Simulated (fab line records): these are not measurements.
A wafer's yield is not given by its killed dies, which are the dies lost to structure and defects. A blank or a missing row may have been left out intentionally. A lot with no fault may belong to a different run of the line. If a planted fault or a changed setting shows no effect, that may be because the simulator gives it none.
A struck lot beside a sound one ; flow rit-cmos ; 39 steps out of a route of 202
Sound: the wafers L651.1, L651.2, L651.3. The struck wafers were L654.3, L654.5, L654.6. The cause comes at the end.
For every step that has rows: the tool of each side, followed by ch and its chambers, followed by its first start. Under that, the readings that differ: sound wafers ; struck wafers ; difference of the means ; sigmas: that difference in standard deviations of wafers without a fault.
alike: a reading whose means differ by less than 2 such deviations, as well as words and numbers matching on both sides. not compared: withheld readings; readings where some wafer has no value; bounds like >300 that might hide an equal value; numbers whose values overlap and for which the record gives no deviation.
A row with sigmas, a row that says differs or no value, or rows on one side alone: a step with any of these is where the two part. Numbers that have no deviation but don't overlap get no sigmas and don't part them. A reading missing from all wafers of one side parts the sides only when that side holds two or more wafers.

first, 3 steps without rows for these wafers: RIT_GATE_EXPOSE_13 (exposes mask M6, target cd 150 nm); RIT_GATE_PEB_14; RIT_GATE_DEVELOP_15 (develop time 50 s).
RIT_GATE_CD_MEAS_16 targets a cd of 150 nm.
  sound: cd-sem-01 at day 4 00:34; struck: cd-sem-02 at day 4 18:09
  alike: cd-nm
RIT_GATE_OVL_MEAS_17:
  sound: overlay-01 at day 4 00:41; struck: overlay-02 at day 4 18:15
  alike: GATE_OVL
then, 1 step without rows for these wafers: RIT_GATE_HARDBAKE_18 (time 60 s).
RIT_GATE_ETCH_19: etches poly-Si in SF6/CHF3/O2, stops on SiO2, time 165 s, target depth 312.5 nm.
  sound on rie-si-02 ch 0,1,2, day 4 01:00; struck on rie-si-01 ch 0,2, day 4 18:25
  alike: drypump-motor-current-A, oes-product-au, throttle-valve-pct
  not compared: rf-hours-counter-h
RIT_GATE_STRIP_20: strips in O2, time 180 s.
  sound on plasma-asher-03 ch 0,1, day 4 01:06; struck on plasma-asher-04 ch 0,1, day 4 18:35
  alike: drypump-motor-current-A
  not compared: rf-hours-counter-h
RIT_GATE_CD_MEAS_90 targets a cd of 150 nm.
  sound: cd-sem-02 at day 4 01:17; struck: cd-sem-02 at day 4 18:44
  alike: cd-nm
then, 3 steps without rows for these wafers: RIT_REOX_CLEAN_00 (cleans in SC1, time 600 s); RIT_REOX_CLEAN_01 (cleans in dHF, time 30 s); RIT_REOX_CLEAN_02 (cleans in SC2, time 600 s).
RIT_REOX_OXIDATION_03: target thk 25.2 nm, ox time 5580 s.
  sound on furnace-01 ch 0, day 4 01:47; struck on furnace-03 ch 0, day 4 20:03
reading;sound;struck;difference;sigmas
spike-tc-centre-C (C);900.9 901.1 901.0;888.2 888.5 887.9;-12.8;-9
spike-tc-load-C (C);928 928 928;909 910 910;-18;-4
spike-tc-source-C (C);923.7 924.4 925.9;913.6 910.4 912.5;-12.5;-6
tube-center-temp-C (C);899.97 900.15 900.01;886.2 886.02 886.04;-14.0;-99 or more
tube_center_temp_C_max;902.2 902.4 902.4;889.3 888.3 888.6;-13.6;-33
zone-power-source-pct (%);28.5 28.4 28.5;27.3 27.8 27.4;-1.0;-3
model.SiO2_of_REOX_OXIDATION_03.thk-nm (nm);23.73 24.12 23.68;21.18 20.98 21.44;-2.64;
RIT_REOX_THK_MEAS_04:
  sound: film-metro-02 at day 4 04:20; struck: film-metro-04 at day 4 22:37
reading;sound;struck;difference;sigmas
REOX_OXIDE_THK (nm);23.8 24.1 23.7;21.2 21.0 21.4;-2.7;-5
then, 6 steps without rows for these wafers: RIT_NLDD_HMDS_00 (prime time 60 s); RIT_NLDD_COAT_01 (resist thk 1000 nm); RIT_NLDD_SOFTBAKE_02 (time 60 s); RIT_NLDD_EXPOSE_03 (exposes mask M7, target cd 40700 nm); RIT_NLDD_PEB_04; RIT_NLDD_DEVELOP_05 (develop time 50 s).
RIT_NLDD_OVL_MEAS_06:
  sound: overlay-02 at day 4 05:14; struck: overlay-02 at day 4 23:39
  alike: NLDD_OVL
then, 2 steps without rows for these wafers: RIT_NLDD_HARDBAKE_07 (time 60 s); RIT_NLDD_IMPLANT_08.
RIT_NLDD_STRIP_09: strips in O2, time 180 s.
  sound on plasma-asher-02 ch 0,1, day 4 05:35; struck on plasma-asher-04 ch 0,1, day 5 00:02
  alike: drypump-motor-current-A
  not compared: rf-hours-counter-h
RIT_NLDD_TW_MEAS_10:
  sound: film-metro-01 at day 4 05:45; struck: film-metro-01 at day 5 00:10
  alike: NLDD_TW
then, 6 steps without rows for these wafers: RIT_PLDD_HMDS_00 (prime time 60 s); RIT_PLDD_COAT_01 (resist thk 1000 nm); RIT_PLDD_SOFTBAKE_02 (time 60 s); RIT_PLDD_EXPOSE_03 (exposes mask M8, target cd 40900 nm); RIT_PLDD_PEB_04; RIT_PLDD_DEVELOP_05 (develop time 50 s).
RIT_PLDD_OVL_MEAS_06:
  sound: overlay-02 at day 4 06:47; struck: overlay-02 at day 5 01:12
  alike: PLDD_OVL
then, 2 steps without rows for these wafers: RIT_PLDD_HARDBAKE_07 (time 60 s); RIT_PLDD_IMPLANT_08.
RIT_PLDD_STRIP_09: strips in O2, time 180 s.
  sound on plasma-asher-01 ch 0,1, day 4 07:07; struck on plasma-asher-04 ch 0,1, day 5 01:35
  alike: drypump-motor-current-A
  not compared: rf-hours-counter-h
RIT_PLDD_TW_MEAS_10:
  sound: film-metro-03 at day 4 07:18; struck: film-metro-04 at day 5 01:43
  alike: PLDD_TW
RIT_SPACER_CLEAN_00: cleans in SC1, time 600 s.
  sound on wet-bench-03 ch 2, day 4 07:22; struck on wet-bench-03 ch 0, day 5 01:46
reading;sound;struck;difference;sigmas
model.SiO2_of_REOX_OXIDATION_03.thk-nm (nm);21.91 22.27 21.87;19.54 19.35 19.78;-2.46;
  alike: bath-heat-duty-pct
then, 1 step without rows for these wafers: RIT_SPACER_CLEAN_01 (cleans in dHF, time 30 s).
RIT_M1_PROBE_99:
  sound: prober-01 at day 4 20:37; struck: prober-02 at day 5 15:23
reading;sound;struck;difference;sigmas
model.etest.pmos-turned.r-on-ohm-um;3275 3248 3307;3065 3001 3060;-235;
model.etest.pmos_0p15.r-on-ohm-um;2693 2652 2732;2565 2492 2551;-156;
model.etest.pldd.rs-ohm-sq;428.1 444.9 428.5;355.9 350.9 362;-77.6;
model.etest.nmos_0p15.r-on-ohm-um;1155 1114 1129;1112 1061 1090;-45;
model.etest.nldd.rs-ohm-sq;345.6 348.8 343;316 308.7 319.7;-31;
model.etest.nmos-turned.drive-ua-um;355.9 348 352.6;371.8 382.4 366;+21.2;
model.etest.pldd.line-ohm-um;134.7 139.3 135.8;111.6 110.2 114.7;-24.4;
  alike: killed-at-contacts, killed-at-front-end, killed-dies, killed-on-rim, killed-open, killed-short
  not compared: model.etest.pmos_0p3.r-on-ohm-um

## WHERE THEY PART
At RIT_REOX_OXIDATION_03 first; at RIT_REOX_THK_MEAS_04 last (within this record only). Later steps at which nothing parts them and some readings are alike: RIT_NLDD_OVL_MEAS_06, RIT_NLDD_STRIP_09, RIT_NLDD_TW_MEAS_10, RIT_PLDD_OVL_MEAS_06, RIT_PLDD_STRIP_09, RIT_PLDD_TW_MEAS_10, RIT_SPACER_CLEAN_00, RIT_M1_PROBE_99.

WHY: whatever the simulator had introduced
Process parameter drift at RIT_REOX_OXIDATION_03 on furnace-03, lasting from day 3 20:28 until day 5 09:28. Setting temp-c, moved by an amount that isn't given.
